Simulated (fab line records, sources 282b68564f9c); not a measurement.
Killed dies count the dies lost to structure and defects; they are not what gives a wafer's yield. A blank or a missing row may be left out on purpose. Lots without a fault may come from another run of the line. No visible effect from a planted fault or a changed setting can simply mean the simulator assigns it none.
Which tool did it? / flow ritCmos / 39 wafers from 13 lots sampled at 4 of the route's 202 steps

## WHAT EACH GAUGE READ, for each wafer
RIT_ACTIVE_BOW_MEAS_00. Usual: for INCOMING_BOW the level is 0 um and the standard deviation is 6.4.
lot=L633; measured=day 1 10:02; on=filmMetro-02; INCOMING_BOW (um)=-7 1 1; flag=
lot=L634; measured=day 1 15:00; on=filmMetro-01; INCOMING_BOW (um)=-1 1 -3; flag=
lot=L635; measured=day 1 20:04; on=filmMetro-04; INCOMING_BOW (um)=5 -7 13; flag=
lot=L637; measured=day 2 06:00; on=filmMetro-01; INCOMING_BOW (um)=-2 6 -6; flag=
lot=L638; measured=day 2 11:01; on=filmMetro-02; INCOMING_BOW (um)=-3 9 -1; flag=
lot=L639; measured=day 2 16:00; on=filmMetro-02; INCOMING_BOW (um)=-6 11 -2; flag=
lot=L640; measured=day 2 21:01; on=filmMetro-01; INCOMING_BOW (um)=-5 8 0; flag=
lot=L642; measured=day 3 07:00; on=filmMetro-01; INCOMING_BOW (um)=0 -2 2; flag=
lot=L648; measured=day 4 13:04; on=filmMetro-02; INCOMING_BOW (um)=-1 0 3; flag=
lot=L651; measured=day 5 04:01; on=filmMetro-02; INCOMING_BOW (um)=-6 16 12; flag=
lot=L653; measured=day 5 14:00; on=filmMetro-04; INCOMING_BOW (um)=2 0 2; flag=
lot=L654; measured=day 5 19:00; on=filmMetro-02; INCOMING_BOW (um)=10 -3 7; flag=
lot=L655; measured=day 6 00:01; on=filmMetro-01; INCOMING_BOW (um)=15 -6 -11; flag=

RIT_NRETRO_OVL_MEAS_06. Usual: for NRETRO_OVL the level is 0.1 nm and the standard deviation is 1.5.
lot=L633; measured=day 2 06:29; on=overlay-01; NRETRO_OVL (nm)=1.1 2.1 0.7; flag=
lot=L634; measured=day 2 11:21; on=overlay-02; NRETRO_OVL (nm)=0.7 0.3 0.3; flag=
lot=L635; measured=day 2 19:56; on=overlay-01; NRETRO_OVL (nm)=2.8 2.6 2.8; flag=
lot=L637; measured=day 3 03:48; on=overlay-02; NRETRO_OVL (nm)=-0.3 -2.3 -1.0; flag=
lot=L638; measured=day 3 09:41; on=overlay-02; NRETRO_OVL (nm)=-0.3 -1.0 1.2; flag=
lot=L639; measured=day 3 17:37; on=overlay-01; NRETRO_OVL (nm)=1.7 1.2 2.0; flag=
lot=L640; measured=day 3 22:10; on=overlay-01; NRETRO_OVL (nm)=-1.1 -2.0 -2.7; flag=
lot=L642; measured=day 4 05:40; on=overlay-02; NRETRO_OVL (nm)=-1.5 -1.0 0.5; flag=
lot=L648; measured=day 5 11:21; on=overlay-02; NRETRO_OVL (nm)=-1.0 -1.1 0.1; flag=
lot=L651; measured=day 6 00:31; on=overlay-02; NRETRO_OVL (nm)=0.7 0.2 1.3; flag=
lot=L653; measured=day 6 11:43; on=overlay-01; NRETRO_OVL (nm)=2.3 2.5 2.4; flag=
lot=L654; measured=day 6 15:14; on=overlay-02; NRETRO_OVL (nm)=-1.6 -1.0 -1.1; flag=
lot=L655; measured=day 6 22:19; on=overlay-01; NRETRO_OVL (nm)=0.5 -0.2 0.8; flag=

## WHAT TOOL EACH LOT RAN ON (gives the tool, then ch and the chambers of the sampled wafers, and finally the start)
lot=L633; RIT_ACTIVE_ETCH_13=rieDiel-04 ch 2,3, day 1 15:40; RIT_NWELL_STRIP_09=plasmaAsher-03 ch 0,1, day 1 21:56
lot=L634; RIT_ACTIVE_ETCH_13=rieDiel-04 ch 0,1,3, day 1 20:58; RIT_NWELL_STRIP_09=plasmaAsher-03 ch 0,1, day 2 03:14
lot=L635; RIT_ACTIVE_ETCH_13=rieDiel-03 ch 0,1,2, day 2 00:47; RIT_NWELL_STRIP_09=plasmaAsher-03 ch 0,1, day 2 11:49
lot=L637; RIT_ACTIVE_ETCH_13=rieDiel-04 ch 0,1, day 2 11:32; RIT_NWELL_STRIP_09=plasmaAsher-01 ch 0,1, day 2 18:46
lot=L638; RIT_ACTIVE_ETCH_13=rieDiel-04 ch 2,3, day 2 15:50; RIT_NWELL_STRIP_09=plasmaAsher-01 ch 0,1, day 2 23:59
lot=L639; RIT_ACTIVE_ETCH_13=rieDiel-03 ch 2,3, day 2 23:31; RIT_NWELL_STRIP_09=plasmaAsher-03 ch 0,1, day 3 09:38
lot=L640; RIT_ACTIVE_ETCH_13=rieDiel-02 ch 2,3, day 3 03:45; RIT_NWELL_STRIP_09=plasmaAsher-03 ch 0,1, day 3 12:18
lot=L642; RIT_ACTIVE_ETCH_13=rieDiel-04 ch 0,1, day 3 13:17; RIT_NWELL_STRIP_09=plasmaAsher-02 ch 0,1, day 3 19:55
lot=L648; RIT_ACTIVE_ETCH_13=rieDiel-03 ch 0,1,2, day 4 18:17; RIT_NWELL_STRIP_09=plasmaAsher-02 ch 0,1, day 5 02:25
lot=L651; RIT_ACTIVE_ETCH_13=rieDiel-04 ch 0,3, day 5 09:34; RIT_NWELL_STRIP_09=plasmaAsher-02 ch 0,1, day 5 16:15
lot=L653; RIT_ACTIVE_ETCH_13=rieDiel-02 ch 1,2, day 5 19:56; RIT_NWELL_STRIP_09=plasmaAsher-02 ch 0,1, day 6 02:52
lot=L654; RIT_ACTIVE_ETCH_13=rieDiel-02 ch 0,1,2, day 6 00:58; RIT_NWELL_STRIP_09=plasmaAsher-02 ch 0,1, day 6 06:59
lot=L655; RIT_ACTIVE_ETCH_13=rieDiel-04 ch 2,3, day 6 04:50; RIT_NWELL_STRIP_09=plasmaAsher-03 ch 0,1, day 6 14:19
- RIT_ACTIVE_ETCH_13: etches Si3N4 in SF6, stops on SiO2, time 210 s, target depth 210 nm.
- RIT_NWELL_STRIP_09: strips in O2, time 180 s.

## AS READ BY THE TOOLS THEMSELVES (means over the sampled wafers that have a number; for cases with no such wafer, the mark the record gives instead)
RIT_ACTIVE_ETCH_13. Usual: SF6_flow_sccm 200.1 sccm, standard deviation 0.63; drypumpMotorCurrentA 5.5 A, standard deviation 0.54; oesProductAu 0.823 a.u., standard deviation 0.016; rfFwdPowerW 124.5 W, standard deviation 0.35; throttleValvePct 7.50 %, standard deviation 0.11.
lot=L633; tool=rieDiel-04; SF6_flow_sccm (sccm)=200.2; drypumpMotorCurrentA (A)=5.0; oesProductAu (a.u.)=0.806; rfFwdPowerW (W)=124.5; throttleValvePct (%)=7.50; flag=
lot=L634; tool=rieDiel-04; SF6_flow_sccm (sccm)=200.7; drypumpMotorCurrentA (A)=5.4; oesProductAu (a.u.)=0.820; rfFwdPowerW (W)=124.9; throttleValvePct (%)=7.45; flag=
lot=L635; tool=rieDiel-03; SF6_flow_sccm (sccm)=199.5; drypumpMotorCurrentA (A)=5.5; oesProductAu (a.u.)=0.833; rfFwdPowerW (W)=124.3; throttleValvePct (%)=7.56; flag=
lot=L637; tool=rieDiel-04; SF6_flow_sccm (sccm)=200.0; drypumpMotorCurrentA (A)=5.7; oesProductAu (a.u.)=0.814; rfFwdPowerW (W)=124.6; throttleValvePct (%)=7.52; flag=
lot=L638; tool=rieDiel-04; SF6_flow_sccm (sccm)=199.8; drypumpMotorCurrentA (A)=5.0; oesProductAu (a.u.)=0.803; rfFwdPowerW (W)=124.7; throttleValvePct (%)=7.50; flag=
lot=L639; tool=rieDiel-03; SF6_flow_sccm (sccm)=200.2; drypumpMotorCurrentA (A)=5.5; oesProductAu (a.u.)=0.834; rfFwdPowerW (W)=124.5; throttleValvePct (%)=7.46; flag=
lot=L640; tool=rieDiel-02; SF6_flow_sccm (sccm)=199.2; drypumpMotorCurrentA (A)=5.3; oesProductAu (a.u.)=0.816; rfFwdPowerW (W)=125.0; throttleValvePct (%)=7.50; flag=
lot=L642; tool=rieDiel-04; SF6_flow_sccm (sccm)=199.7; drypumpMotorCurrentA (A)=5.7; oesProductAu (a.u.)=0.818; rfFwdPowerW (W)=124.8; throttleValvePct (%)=7.53; flag=
lot=L648; tool=rieDiel-03; SF6_flow_sccm (sccm)=200.4; drypumpMotorCurrentA (A)=5.5; oesProductAu (a.u.)=0.836; rfFwdPowerW (W)=131.0; throttleValvePct (%)=7.56; flag=OFF
lot=L651; tool=rieDiel-04; SF6_flow_sccm (sccm)=200.2; drypumpMotorCurrentA (A)=5.4; oesProductAu (a.u.)=0.819; rfFwdPowerW (W)=124.8; throttleValvePct (%)=7.45; flag=
lot=L653; tool=rieDiel-02; SF6_flow_sccm (sccm)=200.3; drypumpMotorCurrentA (A)=5.2; oesProductAu (a.u.)=0.809; rfFwdPowerW (W)=124.4; throttleValvePct (%)=7.57; flag=
lot=L654; tool=rieDiel-02; SF6_flow_sccm (sccm)=200.3; drypumpMotorCurrentA (A)=5.7; oesProductAu (a.u.)=0.821; rfFwdPowerW (W)=124.3; throttleValvePct (%)=7.59; flag=
lot=L655; tool=rieDiel-04; SF6_flow_sccm (sccm)=199.7; drypumpMotorCurrentA (A)=5.0; oesProductAu (a.u.)=0.840; rfFwdPowerW (W)=124.4; throttleValvePct (%)=7.50; flag=

RIT_NWELL_STRIP_09. Usual: 5.8 A for drypumpMotorCurrentA, sd 0.31.
lot=L633; tool=plasmaAsher-03; drypumpMotorCurrentA (A)=6.0; flag=
lot=L634; tool=plasmaAsher-03; drypumpMotorCurrentA (A)=6.0; flag=
lot=L635; tool=plasmaAsher-03; drypumpMotorCurrentA (A)=6.0; flag=
lot=L637; tool=plasmaAsher-01; drypumpMotorCurrentA (A)=5.7; flag=
lot=L638; tool=plasmaAsher-01; drypumpMotorCurrentA (A)=5.5; flag=
lot=L639; tool=plasmaAsher-03; drypumpMotorCurrentA (A)=6.1; flag=
lot=L640; tool=plasmaAsher-03; drypumpMotorCurrentA (A)=6.0; flag=
lot=L642; tool=plasmaAsher-02; drypumpMotorCurrentA (A)=5.5; flag=
lot=L648; tool=plasmaAsher-02; drypumpMotorCurrentA (A)=5.7; flag=
lot=L651; tool=plasmaAsher-02; drypumpMotorCurrentA (A)=5.6; flag=
lot=L653; tool=plasmaAsher-02; drypumpMotorCurrentA (A)=5.5; flag=
lot=L654; tool=plasmaAsher-02; drypumpMotorCurrentA (A)=5.5; flag=
lot=L655; tool=plasmaAsher-03; drypumpMotorCurrentA (A)=6.0; flag=

## THE ANSWER, worked out from the rows above alone
Rule: a lot counts as off when the mean over its wafers that have a number is more than 3 standard deviations away from the usual mean. Also off: a lot with no number at a reading for which 4 or more lots have one. All remaining lots with rows at the step are treated as sound. First the gauges in route order, then the tools' own readings, where a lot's mean is used as printed above. At the first step where some lot is off, the reading lying furthest off is the one used; lots without a number count as furthest.
Off at RIT_ACTIVE_ETCH_13 (rfFwdPowerW): L648.
If a tool, at that step or one of the process steps before it, ran each lot that is off and ran no sound lot following the first of them, it fits. One fits: RIT_ACTIVE_ETCH_13 on rieDiel-03. Its last sound lot is L639 (day 2 23:31), its first lot that is off L648 (day 4 18:17): a fault that began between those two fits.
On the lots that are off, the tool's own readings at RIT_ACTIVE_ETCH_13 differ by more than 5 times the standard deviation of the sound lots' means, which bears it out; rfFwdPowerW reads 131.0 W there versus 124.6 W on the sound lots.

## WHAT WAS PUT IN BY THE SIMULATOR
rieDiel-03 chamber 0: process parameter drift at RIT_ACTIVE_ETCH_13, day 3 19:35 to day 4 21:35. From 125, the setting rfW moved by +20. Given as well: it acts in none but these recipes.
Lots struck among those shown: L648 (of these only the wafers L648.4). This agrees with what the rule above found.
